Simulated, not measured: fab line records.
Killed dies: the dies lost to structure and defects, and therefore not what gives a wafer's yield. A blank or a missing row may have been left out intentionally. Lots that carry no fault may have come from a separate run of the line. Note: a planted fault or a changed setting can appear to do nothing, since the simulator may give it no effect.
fab line records	flow berkeley-cmos170
record: lots: 15	wafers: 45	last-day: 13
route steps=331 shown ACTIVE@75 PFIELD@85 SACOX@99
lots with no fault: from the same line, run without faults
start-h: hours from the record's opening day to when the first of the lot's shown wafers began	wait-h: hours from the lot's prior step to this one	" the same as in the row above	L1.1+2: a single row standing in for several wafers	- no value, or no start was given	* or withheld: withheld	< > ~ a bound
route shown NAME@n: a module of which the file shows steps, and the number in the route of the first	usual: the fault-free wafers' mean and standard deviation	same: alike in all rows	chamber/n: place in a boat	sites: each site's reading	_std_site: their standard deviation	_edge_site: the outer-site mean with the inner-site mean subtracted	radius-mm: how far each site lies from the wafer's centre	mask NAME#n: copy n	behind: tool/chamber where the wafer was last shaped	hold: the reason the lot was held/the length of the hold in hours/how it ended	device: which transistor (n, p or np) failed to switch	end of line: the route-end tests of the same wafers	for a step that has no rows: nothing shown but its recipe	killed: dies lost to structure and defects at the first sort, not the wafer's yield	map: per-die view of a wafer (x killed, . not killed, _ where there is no die)
set.NAME: the setting the step ran with; set.NAME@STEP: the setting that earlier step ran with	model.NAME: the simulator's own value behind a step, which no gauge read
route steps across a sampled set of lots; one table per step, one row per wafer
services: a tool's chamber out of use, with start hour (start-h, from the record's first day; less than 0 if before it), hours out, and reason
== steps ==
step: UCB170_ACTIVE_ETCH_15
recipe: chemistry: CH3F/Ar/O2	target: Si3N4	stop-on: SiO2	CH3F_flow_sccm: 20	Ar_flow_sccm: 50	O2_flow_sccm: 7	pressure-mtorr: 50	rf-w: 450	target-depth-a: 2420	over-etch-frac: 0.1	time-s: 151
usual: CH3F_flow_sccm: 19.99/0.061	drypump-motor-current-A: 5.7/0.51	oes-product-au: 0.938/0.012	throttle-valve-pct: 8.09/0.12
same: over-etch-frac: 0.1
lot.wafer	tool	chamber	start-h	wait-h	CH3F_flow_sccm	drypump-motor-current-A	oes-product-au	rf-hours-counter-h	throttle-valve-pct
L864.2	rie-diel-03	3	112.04	0.0	19.96	5.8	0.946	46	8.07
L864.3	"	1	"	"	19.94	5.2	0.961	153	8.09
L864.4	"	3	"	"	19.94	5.8	0.933	-	8.06
L866.2	rie-diel-02	2	112.15	0.0	19.91	6.3	0.937	43	8.06
L866.5	"	3	"	"	19.98	5.3	0.942	-	8.00
L866.6	"	2	"	"	20.04	6.3	0.927	-	8.07
L865.1	rie-diel-03	2	112.59	0.0	19.90	4.8	0.948	29	8.28
L865.5	"	3	"	"	19.98	5.8	0.948	-	8.06
L865.6	"	2	"	"	20.02	4.8	0.957	-	8.30
L868.1	rie-diel-03	2	126.15	0.0	19.97	4.8	0.950	29	8.29
L868.2	"	1	"	"	19.96	5.2	0.966	154	8.10
L868.3	"	0	"	"	20.05	6.7	0.952	1	8.13
L869.2	rie-diel-01	2	126.39	0.0	19.98	5.5	0.914	48	7.78
L869.3	"	3	"	"	20.02	5.7	0.906	129	8.15
L869.4	"	1	"	"	20.01	5.8	0.932	44	8.27
L871.3	rie-diel-03	3	140.36	0.0	20.02	5.8	0.933	47	8.08
L871.4	"	1	"	"	20.01	5.2	0.953	154	8.06
L871.6	"	2	"	"	19.93	4.8	0.944	-	8.30
L870.1	rie-diel-02	1	140.54	0.0	20.05	6.0	0.927	16	8.15
L870.3	"	3	"	"	19.95	5.3	0.949	11	8.02
L870.4	"	0	"	"	20.07	5.5	0.936	131	8.04
L873.1	rie-diel-02	1	154.73	0.0	20.02	6.0	0.927	16	8.17
L873.2	"	0	"	"	19.98	5.5	0.950	132	8.04
L873.6	"	1	"	"	20.11	6.0	0.935	-	8.15
L876.1	rie-diel-02	2	168.76	0.0	20.00	6.3	0.924	46	8.06
L876.2	"	1	"	"	20.07	6.0	0.915	17	8.15
L876.6	"	3	"	"	20.05	5.3	0.939	-	8.02
L877.1	rie-diel-03	0	168.86	0.0	20.01	6.6	0.945	3	8.14
L877.4	"	2	"	"	19.93	4.8	0.939	31	8.29
L877.5	"	2	"	"	19.81	4.8	0.954	-	8.28
L879.1	rie-diel-02	0	175.24	0.0	20.07	5.5	0.944	132	8.03
L879.5	"	0	"	"	20.01	5.5	0.947	-	8.05
L879.6	"	1	"	"	19.93	6.0	0.927	-	8.13
L878.1	rie-diel-03	3	175.60	0.0	19.96	5.8	0.945	49	8.06
L878.4	"	2	"	"	19.95	4.8	0.936	31	8.27
L878.6	"	0	"	"	20.04	6.7	0.930	-	8.14
L881.1	rie-diel-03	2	192.09	0.0	20.04	4.8	0.936	32	8.30
L881.2	"	3	"	"	19.95	5.8	0.938	49	8.07
L881.5	"	1	"	"	19.98	5.2	0.948	-	8.07
L882.1	rie-diel-02	2	202.29	0.0	19.92	6.3	0.932	47	8.07
L882.2	"	1	"	"	19.94	6.0	0.917	18	8.15
L882.4	"	3	"	"	20.01	5.3	0.944	14	8.01
L884.1	rie-diel-01	0	202.50	0.0	20.06	5.3	0.931	2	8.03
L884.2	"	1	"	"	19.95	5.8	0.930	47	8.28
L884.5	"	1	"	"	19.99	5.8	0.932	-	8.27
step: UCB170_ACTIVE_STRIP_16
recipe: chemistry: O2	power-w: 400	pressure-mtorr: 3500	platen-temp-c: withheld	o2-flow-sccm: 400	overash-fraction: 0.5
usual: drypump-motor-current-A: 5.7/0.39	o2-flow-sccm: 399.8/1.2	oes-product-au: 0.721/0.0051	strip-time-to-endpoint-s: 18.10/0.093
lot.wafer	tool	chamber	start-h	wait-h	drypump-motor-current-A	o2-flow-sccm	oes-product-au	rf-hours-counter-h	strip-time-to-endpoint-s
L864.2	plasma-asher-04	1	112.14	0.1	5.7	401.1	0.720	32	18.12
L864.3	"	0	"	"	5.4	400.5	0.710	-	18.09
L864.4	"	1	"	"	5.6	400.1	0.726	-	18.06
L866.2	plasma-asher-01	0	112.25	0.1	6.1	400.8	0.720	36	18.13
L866.5	"	0	"	"	6.1	402.1	0.719	-	18.15
L866.6	"	1	"	"	6.0	396.5	0.723	-	18.12
L865.1	plasma-asher-03	0	112.69	0.1	6.1	400.7	0.715	37	18.14
L865.5	"	0	"	"	6.1	399.8	0.716	-	18.06
L865.6	"	1	"	"	4.9	399.4	0.725	-	18.09
L868.1	plasma-asher-04	1	126.25	0.1	5.6	400.6	0.712	34	18.03
L868.2	"	0	"	"	5.4	400.0	0.714	34	17.96
L868.3	"	1	"	"	5.6	399.0	0.729	-	18.01
L869.2	plasma-asher-03	0	126.49	0.1	6.1	399.7	0.724	39	18.27
L869.3	"	0	"	"	6.1	398.2	0.717	-	18.12
L869.4	"	1	"	"	4.9	399.2	0.714	-	18.18
L871.3	plasma-asher-01	1	140.49	0.1	6.0	399.0	0.721	-	18.09
L871.4	"	0	"	"	6.1	400.7	0.716	-	18.04
L871.6	"	0	"	"	6.1	400.7	0.717	-	18.05
L870.1	plasma-asher-04	0	140.64	0.1	5.4	397.7	0.722	36	18.15
L870.3	"	1	"	"	5.6	399.3	0.716	-	18.24
L870.4	"	0	"	"	5.4	399.6	0.723	-	18.13
L873.1	plasma-asher-04	1	154.83	0.1	5.6	401.2	0.722	37	18.07
L873.2	"	0	"	"	5.4	399.6	0.716	37	18.00
L873.6	"	1	"	"	5.6	402.8	0.729	-	17.99
L876.1	plasma-asher-04	0	168.86	0.1	5.4	400.4	0.735	38	18.01
L876.2	"	1	"	"	5.6	399.9	0.718	38	18.11
L876.6	"	0	"	"	5.4	399.7	0.724	-	18.15
L877.1	plasma-asher-03	1	168.96	0.1	4.9	400.7	0.727	43	15.88
L877.4	"	0	"	"	6.1	399.1	0.722	-	15.98
L877.5	"	1	"	"	4.9	398.9	0.715	-	15.99
L879.1	plasma-asher-01	0	175.34	0.1	6.1	401.2	0.723	43	18.17
L879.5	"	1	"	"	6.0	401.0	0.720	-	18.21
L879.6	"	0	"	"	6.1	399.9	0.718	-	18.27
L878.1	plasma-asher-04	1	175.70	0.1	5.6	398.8	0.711	39	15.96
L878.4	"	0	"	"	5.4	399.5	0.723	-	15.99
L878.6	"	0	"	"	5.4	399.0	0.718	-	16.07
L881.1	plasma-asher-01	1	192.19	0.1	6.0	401.0	0.716	44	15.77
L881.2	"	0	"	"	6.1	400.6	0.723	44	15.80
L881.5	"	1	"	"	6.0	399.8	0.716	-	15.74
L882.1	plasma-asher-04	0	202.39	0.1	5.4	399.9	0.723	42	17.93
L882.2	"	1	"	"	5.7	397.6	0.712	42	18.07
L882.4	"	0	"	"	5.4	398.9	0.721	-	18.07
L884.1	plasma-asher-01	1	202.60	0.1	6.0	401.0	0.731	45	18.05
L884.2	"	0	"	"	6.1	400.9	0.717	45	17.98
L884.5	"	1	"	"	6.0	400.9	0.726	-	18.08
step: UCB170_ACTIVE_CD_MEAS_90
recipe: target-cd-nm: 1200
usual: cd-nm: 1199.6/1.3
lot.wafer	tool	chamber	start-h	wait-h	cd-nm
L864.2	cd-sem-02	-	112.26	0.1	1198.1
L864.3	"	-	"	"	1198.0
L864.4	"	-	"	"	1199.4
L866.2	cd-sem-01	-	112.37	0.1	1200.3
L866.5	"	-	"	"	1200.3
L866.6	"	-	"	"	1202.2
L865.1	cd-sem-01	-	112.79	0.1	1198.2
L865.5	"	-	"	"	1199.9
L865.6	"	-	"	"	1198.4
L868.1	cd-sem-01	-	126.35	0.1	1201.0
L868.2	"	-	"	"	1199.9
L868.3	"	-	"	"	1200.3
L869.2	cd-sem-02	-	126.61	0.1	1199.1
L869.3	"	-	"	"	1200.2
L869.4	"	-	"	"	1201.2
L871.3	cd-sem-01	-	140.60	0.1	1200.4
L871.4	"	-	"	"	1202.0
L871.6	"	-	"	"	1200.6
L870.1	cd-sem-01	-	140.74	0.1	1200.6
L870.3	"	-	"	"	1199.3
L870.4	"	-	"	"	1201.9
L873.1	cd-sem-01	-	154.93	0.1	1201.2
L873.2	"	-	"	"	1199.3
L873.6	"	-	"	"	1199.4
L876.1	cd-sem-02	-	168.96	0.1	1199.8
L876.2	"	-	"	"	1198.5
L876.6	"	-	"	"	1199.2
L877.1	cd-sem-01	-	169.06	0.1	1199.5
L877.4	"	-	"	"	1198.4
L877.5	"	-	"	"	1200.4
L879.1	cd-sem-01	-	175.48	0.1	1199.4
L879.5	"	-	"	"	1198.7
L879.6	"	-	"	"	1200.3
L878.1	cd-sem-02	-	175.80	0.1	1198.6
L878.4	"	-	"	"	1197.3
L878.6	"	-	"	"	1197.4
L881.1	cd-sem-01	-	192.29	0.1	1197.7
L881.2	"	-	"	"	1199.5
L881.5	"	-	"	"	1196.3
L882.1	cd-sem-01	-	202.49	0.1	1200.6
L882.2	"	-	"	"	1200.1
L882.4	"	-	"	"	1201.5
L884.1	cd-sem-02	-	202.71	0.1	1201.6
L884.2	"	-	"	"	1200.4
L884.5	"	-	"	"	1202.5
step: UCB170_PFIELD_OVL_MEAS_06
usual: PFIELD_OVL: -5/4.6
lot.wafer	tool	chamber	start-h	wait-h	PFIELD_OVL[nm]
L864.2	overlay-02	-	114.08	-	-10
L864.3	"	-	"	"	-7
L864.4	"	-	"	"	-12
L866.2	overlay-01	-	114.35	-	3
L866.5	"	-	"	"	-1
L866.6	"	-	"	"	1
L865.1	overlay-01	-	115.23	-	-5
L865.5	"	-	"	"	-8
L865.6	"	-	"	"	-9
L868.1	overlay-01	-	128.11	-	-7
L868.2	"	-	"	"	-2
L868.3	"	-	"	"	-1
L869.2	overlay-02	-	128.44	-	-9
L869.3	"	-	"	"	-9
L869.4	"	-	"	"	-5
L871.3	overlay-01	-	141.71	-	-1
L871.4	"	-	"	"	6
L871.6	"	-	"	"	5
L870.1	overlay-01	-	142.48	-	-8
L870.3	"	-	"	"	-14
L870.4	"	-	"	"	-14
L873.1	overlay-01	-	157.13	-	-2
L873.2	"	-	"	"	-8
L873.6	"	-	"	"	-7
L876.1	overlay-01	-	170.41	-	-2
L876.2	"	-	"	"	-5
L876.6	"	-	"	"	-1
L877.1	overlay-02	-	170.67	-	-2
L877.4	"	-	"	"	-5
L877.5	"	-	"	"	-8
L879.1	overlay-01	-	176.83	-	1
L879.5	"	-	"	"	1
L879.6	"	-	"	"	-3
L878.4	overlay-01	-	177.12	-	-8
L878.6	"	-	"	"	-10
L882.1	overlay-02	-	204.43	-	1
L882.2	"	-	"	"	-6
L882.4	"	-	"	"	-6
L884.1	overlay-01	-	204.99	-	-7
L884.2	"	-	"	"	2
L884.5	"	-	"	"	1
step: UCB170_SACOX_THK_MEAS_02
recipe: reads: SiO2_of_SACOX_OXIDATION_01
usual: SACOX_OXIDE_THK: 14.4/0.33
lot.wafer	tool	chamber	start-h	wait-h	SACOX_OXIDE_THK[nm]
L865.1	film-metro-01	-	139.15	0.0	14.7
L865.5	"	-	"	"	14.8
L865.6	"	-	"	"	14.8
L864.2	film-metro-03	-	139.16	0.0	14.4
L864.3	"	-	"	"	14.4
L864.4	"	-	"	"	14.5
L866.2	film-metro-04	-	139.16	0.0	14.5
L866.5	"	-	"	"	14.6
L866.6	"	-	"	"	14.8
L868.1	film-metro-03	-	156.85	0.0	14.6
L868.2	"	-	"	"	14.8
L868.3	"	-	"	"	14.6
L869.2	film-metro-04	-	156.86	0.0	14.4
L869.3	"	-	"	"	14.4
L869.4	"	-	"	"	14.2
L870.1	film-metro-01	-	168.13	0.0	14.8
L870.3	"	-	"	"	14.4
L870.4	"	-	"	"	14.7
L871.3	film-metro-04	-	168.15	0.0	14.3
L871.4	"	-	"	"	14.0
L871.6	"	-	"	"	14.3
L873.1	film-metro-01	-	179.38	0.0	14.4
L873.2	"	-	"	"	14.6
L873.6	"	-	"	"	14.5
L876.1	film-metro-01	-	201.33	0.0	14.6
L876.2	"	-	"	"	14.7
L876.6	"	-	"	"	14.5
L878.4	film-metro-04	-	201.36	0.0	14.8
L878.6	"	-	"	"	14.6
L877.1	film-metro-04	-	201.39	0.1	14.1
L877.4	"	-	"	"	14.1
L877.5	"	-	"	"	14.4
L879.1	film-metro-01	-	201.39	0.1	14.7
L879.5	"	-	"	"	14.8
L879.6	"	-	"	"	14.8
L884.1	film-metro-01	-	229.32	0.0	13.7
L884.2	"	-	"	"	13.5
L884.5	"	-	"	"	13.9
L882.1	film-metro-01	-	229.38	0.1	13.7
L882.2	"	-	"	"	13.6
L882.4	"	-	"	"	13.3
== services ==
tool	chamber	start-h	hours	kind
rie-diel-03	0	103.39	17.9	repair
rie-diel-01	0	143.17	-	clean
rie-diel-01	0	143.17	19.4	scheduled-down
rie-diel-01	0	143.17	19.4	vent-cycle
rie-diel-03	1	144.20	-	clean
rie-diel-03	1	144.20	20.3	scheduled-down
rie-diel-03	1	144.20	20.3	vent-cycle
rie-diel-02	1	144.67	2.2	repair
rie-diel-02	1	158.40	6.3	repair
rie-diel-01	3	181.72	2.2	repair
== key ==
first-sign: step: UCB170_ACTIVE_STRIP_16	reading: strip-time-to-endpoint-s	direction: down	sigmas: 24	usual: *	struck: *
effect none on later readings
met-at UCB170_ACTIVE_ETCH_15
struck-lots L877,L878,L881
later-rows-left-out L878.1,L881.1,L881.2,L881.5
sort-left-out L877.1,L877.4,L877.5,L878.1,L878.4,L878.6,L881.1,L881.2,L881.5
tester-left-out L877,L878,L881
not-acting-at UCB170_ACTIVE_CD_MEAS_90,UCB170_PFIELD_OVL_MEAS_06,UCB170_SACOX_THK_MEAS_02
onset-between 140.36 168.86
fault: kind: process-parameter-drift	tool: rie-diel-03	chamber: -	onset-h: 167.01	steps: UCB170_ACTIVE_ETCH_15	channel: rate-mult	offset: 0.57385	shape: step	end-h: 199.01
tester-left-out: of these lots the tester's yield and bins aren't shown, on N5 and GAA mostly nor the transistor test; their killed dies are dies lost to structure and defects alone, not to doping, threshold or leakage, so they don't give the yield
sort-left-out: the simulated sort isn't trusted on such a fault, so these wafers' sort isn't shown, and their yield isn't known
later-rows-left-out: the simulator's readings of these wafers behind a module that went badly wrong aren't trusted and aren't shown, but for the sort
